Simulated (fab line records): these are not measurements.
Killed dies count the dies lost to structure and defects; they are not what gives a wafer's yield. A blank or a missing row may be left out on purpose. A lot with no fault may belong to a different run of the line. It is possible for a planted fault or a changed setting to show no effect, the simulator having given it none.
fab line records -- flow ritCmos
record: lots: 6, wafers: 18, lastDay: 7
route steps=202 shown NWELL@38 PWELL@39 WELLDRIVE@50
lots untouched by any fault: they come from a run of this same line in which no faults occurred
startH: start of the lot's first displayed wafer, in hours after the record's first day -- waitH: time in hours since the lot's previous step -- " unchanged from the row above -- L1.1+2: a row that stands for several wafers -- - either no value or no given start -- * or withheld: withheld -- < > ~ a bound
route shown NAME@n: names a module that has steps shown in the file, with the first one's number in the route -- usual: mean and standard deviation over wafers with no fault -- same: alike in all rows -- chamber/n: place in a boat -- sites: readings site by site -- _std_site: the standard deviation of these -- _edge_site: the outer-site mean with the inner-site mean subtracted -- radiusMm: how far each site lies from the wafer's centre -- mask NAME#n: copy n -- behind: the last tool/chamber to shape the wafer -- hold: reason for holding the lot/hours on hold/outcome of the hold -- device: the n, p or np transistor that did not switch -- end of line: the route-end tests of the same wafers -- for a step that has no rows: nothing shown but its recipe -- killed: the dies lost at the first sort to structure and to defects; this is not the yield of the wafer -- map: per-die view of a wafer (x killed, . not killed, _ where there is no die)
set.NAME: the setting the step ran with; set.NAME@STEP: the setting that earlier step ran with -- model.NAME: the simulator's own value behind a step, which no gauge read
lots at some steps of the route; a table a step, a row a wafer
services: the hour from which a tool's chamber was out of use, counted from the record's first day as startH (under 0 if before that day), plus the number of hours and why
== steps ==
step: RIT_NWELL_TW_MEAS_10
usual: NWELL_TW: 2140/13
lot.wafer,tool,chamber,startH,waitH,NWELL_TW
L729.1,filmMetro-02,-,30.17,0.1,2137
L729.2,filmMetro-02,-,30.17,0.1,2146
L729.3,filmMetro-02,-,30.17,0.1,2129
L736.1,filmMetro-04,-,61.14,0.1,2149
L736.5,filmMetro-04,-,61.14,0.1,2146
L736.6,filmMetro-04,-,61.14,0.1,2141
L737.1,filmMetro-04,-,71.05,0.1,2129
L737.4,filmMetro-04,-,71.05,0.1,2146
L737.5,filmMetro-04,-,71.05,0.1,2143
L743.1,filmMetro-04,-,98.52,0.1,2151
L743.5,filmMetro-04,-,98.52,0.1,2144
L743.6,filmMetro-04,-,98.52,0.1,2157
L745.2,filmMetro-04,-,107.81,0.1,2134
L745.3,filmMetro-04,-,107.81,0.1,2155
L745.4,filmMetro-04,-,107.81,0.1,2144
L748.1,filmMetro-01,-,120.97,0.1,2143
L748.3,filmMetro-01,-,120.97,0.1,2143
L748.6,filmMetro-01,-,120.97,0.1,2147
step: RIT_PWELL_HMDS_00
recipe: primeTimeS: 60, primeTempC: 140
step: RIT_PWELL_COAT_01
recipe: resist: NOVOLAK, spinRpm: 2000, resistThkNm: 1300
step: RIT_PWELL_SOFTBAKE_02
recipe: resist: NOVOLAK, tempC: 90, timeS: 60
step: RIT_PWELL_EXPOSE_03
recipe: maskId: M3, na: 0.57, targetCdNm: 43700, doseMj: 250
step: RIT_PWELL_PEB_04
recipe: resist: NOVOLAK, tempC: withheld, timeS: withheld
step: RIT_PWELL_DEVELOP_05
recipe: resist: NOVOLAK, developTimeS: 68, devTempC: 23
step: RIT_PWELL_OVL_MEAS_06
usual: PWELL_OVL: -0.4/1.8
lot.wafer,tool,chamber,startH,waitH,PWELL_OVL[nm]
L729.1,overlay-02,-,31.24,-,-0.2
L729.2,overlay-02,-,31.24,-,-0.5
L729.3,overlay-02,-,31.24,-,2.4
L736.1,overlay-02,-,62.08,-,1.0
L736.5,overlay-02,-,62.08,-,-0.4
L736.6,overlay-02,-,62.08,-,1.7
L737.1,overlay-01,-,72.13,-,0.4
L737.4,overlay-01,-,72.13,-,1.6
L737.5,overlay-01,-,72.13,-,3.5
L743.1,overlay-02,-,99.58,-,-1.1
L743.5,overlay-02,-,99.58,-,-2.2
L743.6,overlay-02,-,99.58,-,-0.9
L745.2,overlay-02,-,108.75,-,-1.3
L745.3,overlay-02,-,108.75,-,-1.0
L745.4,overlay-02,-,108.75,-,-0.9
L748.1,overlay-01,-,122.03,-,-3.2
L748.3,overlay-01,-,122.03,-,-4.0
L748.6,overlay-01,-,122.03,-,-3.8
step: RIT_PWELL_HARDBAKE_07
recipe: resist: NOVOLAK, tempC: 140, timeS: 120
step: RIT_PWELL_IMPLANT_08
recipe: species: B, energyKev: 170, doseCm2: 7e+13, tiltDeg: 7
step: RIT_PWELL_STRIP_09
recipe: chemistry: O2, timeS: 180, resist: NOVOLAK, platenTempC: withheld, powerW: 500, pressureMtorr: 4000, o2FlowSccm: 4000
usual: drypumpMotorCurrentA: 5.6/0.38
lot.wafer,tool,chamber,startH,waitH,drypumpMotorCurrentA,rfHoursCounterH
L729.1,plasmaAsher-03,1,31.68,0.1,5.5,26
L729.2,plasmaAsher-03,0,31.68,0.1,5.5,26
L729.3,plasmaAsher-03,1,31.68,0.1,5.5,-
L736.1,plasmaAsher-01,1,62.52,0.1,5.0,39
L736.5,plasmaAsher-01,1,62.52,0.1,5.0,-
L736.6,plasmaAsher-01,0,62.52,0.1,6.5,-
L737.1,plasmaAsher-01,1,72.56,0.1,5.0,40
L737.4,plasmaAsher-01,0,72.56,0.1,6.6,-
L737.5,plasmaAsher-01,0,72.56,0.1,6.6,-
L743.1,plasmaAsher-03,0,100.02,0.1,5.5,33
L743.5,plasmaAsher-03,0,100.02,0.1,5.6,-
L743.6,plasmaAsher-03,1,100.02,0.1,5.4,-
L745.2,plasmaAsher-03,1,109.18,0.1,5.5,34
L745.3,plasmaAsher-03,0,109.18,0.1,5.5,-
L745.4,plasmaAsher-03,1,109.18,0.1,5.5,-
L748.1,plasmaAsher-03,1,122.47,0.1,5.5,36
L748.3,plasmaAsher-03,0,122.47,0.1,5.5,-
L748.6,plasmaAsher-03,1,122.47,0.1,5.5,-
step: RIT_PWELL_TW_MEAS_10
usual: PWELL_TW: 946/4.6
lot.wafer,tool,chamber,startH,waitH,PWELL_TW
L729.1,filmMetro-01,-,31.85,0.1,942
L729.2,filmMetro-01,-,31.85,0.1,944
L729.3,filmMetro-01,-,31.85,0.1,950
L736.1,filmMetro-01,-,62.69,0.1,943
L736.5,filmMetro-01,-,62.69,0.1,943
L736.6,filmMetro-01,-,62.69,0.1,946
L737.1,filmMetro-01,-,72.74,0.1,947
L737.4,filmMetro-01,-,72.74,0.1,940
L737.5,filmMetro-01,-,72.74,0.1,945
L743.1,filmMetro-01,-,100.20,0.1,940
L743.5,filmMetro-01,-,100.20,0.1,943
L743.6,filmMetro-01,-,100.20,0.1,938
L745.2,filmMetro-01,-,109.36,0.1,940
L745.3,filmMetro-01,-,109.36,0.1,941
L745.4,filmMetro-01,-,109.36,0.1,939
L748.1,filmMetro-01,-,122.64,0.1,952
L748.3,filmMetro-01,-,122.64,0.1,953
L748.6,filmMetro-01,-,122.64,0.1,955
step: RIT_WELLDRIVE_ANNEAL_00
recipe: tempC: 1100, timeS: 14700, ambient: N2
usual: runLengthS: 18264/9.9, spikeTcCentreC: 1102.1/1.3, tubeCenterTempC: 1100/0.1
lot.wafer,tool,chamber,startH,waitH,runLengthS,spikeTcCentreC,tubeCenterTempC
L729.1,furnace-01,0,31.91,0.1,18264,1100.5,1099.9
L729.2,furnace-01,0,31.91,0.1,18264,1103.2,1100.1
L729.3,furnace-01,0,31.91,0.1,18264,1103.7,1100
L736.1,furnace-04,-,62.75,0.1,-,-,-
L736.5,furnace-04,-,62.75,0.1,-,-,-
L736.6,furnace-04,-,62.75,0.1,-,-,-
L737.1,furnace-03,-,72.80,0.1,-,-,-
L737.4,furnace-03,-,72.80,0.1,-,-,-
L737.5,furnace-03,-,72.80,0.1,-,-,-
L743.1,furnace-04,0,100.27,0.1,18264,1104.9,1100
L743.5,furnace-04,0,100.27,0.1,18264,1103.7,1100
L743.6,furnace-04,0,100.27,0.1,18264,1104.0,1100
L745.2,furnace-03,0,109.41,0.0,18248,1103.7,1100
L745.3,furnace-03,0,109.41,0.0,18248,1102.9,1100.1
L745.4,furnace-03,0,109.41,0.0,18248,1100.8,1099.9
L748.1,furnace-03,0,122.70,0.1,18261,1102.4,1100
L748.3,furnace-03,0,122.70,0.1,18261,1101.4,1099.8
L748.6,furnace-03,0,122.70,0.1,18261,1100.8,1100
== services ==
tool,chamber,startH,hours,kind
plasmaAsher-01,-,8.70,2.8,pm
furnace-01,-,10.85,3.5,pm
furnace-04,-,16.92,9.5,pm
furnace-01,-,36.99,2.8,pm
plasmaAsher-03,-,114.53,2.8,pm
== key ==
firstSign: step: RIT_WELLDRIVE_ANNEAL_00, reading: toolRecord, direction: missing
effect none on later readings
metAt RIT_WELLDRIVE_ANNEAL_00
struckWafers L736.1,L736.5,L736.6,L737.1,L737.4,L737.5
laterRowsLeftOut L736.1,L736.5,L736.6,L737.1,L737.4,L737.5
sortLeftOut L736.1,L736.5,L736.6,L737.1,L737.4,L737.5
testerLeftOut L736,L737
fault: kind: skippedStepWhole, tool: furnace-03,furnace-04, chamber: -, onsetH: 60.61, steps: RIT_WELLDRIVE_ANNEAL_00, scope: struckLotsOnly
testerLeftOut: of these lots the tester's yield and bins aren't shown, on N5 and GAA mostly nor the transistor test; their killed dies are dies lost to structure and defects alone, not to doping, threshold or leakage, so they don't give the yield
sortLeftOut: the simulated sort isn't trusted on such a fault, so these wafers' sort isn't shown, and their yield isn't known
laterRowsLeftOut: the simulator's readings of these wafers behind a module that went badly wrong aren't trusted and aren't shown, but for the sort
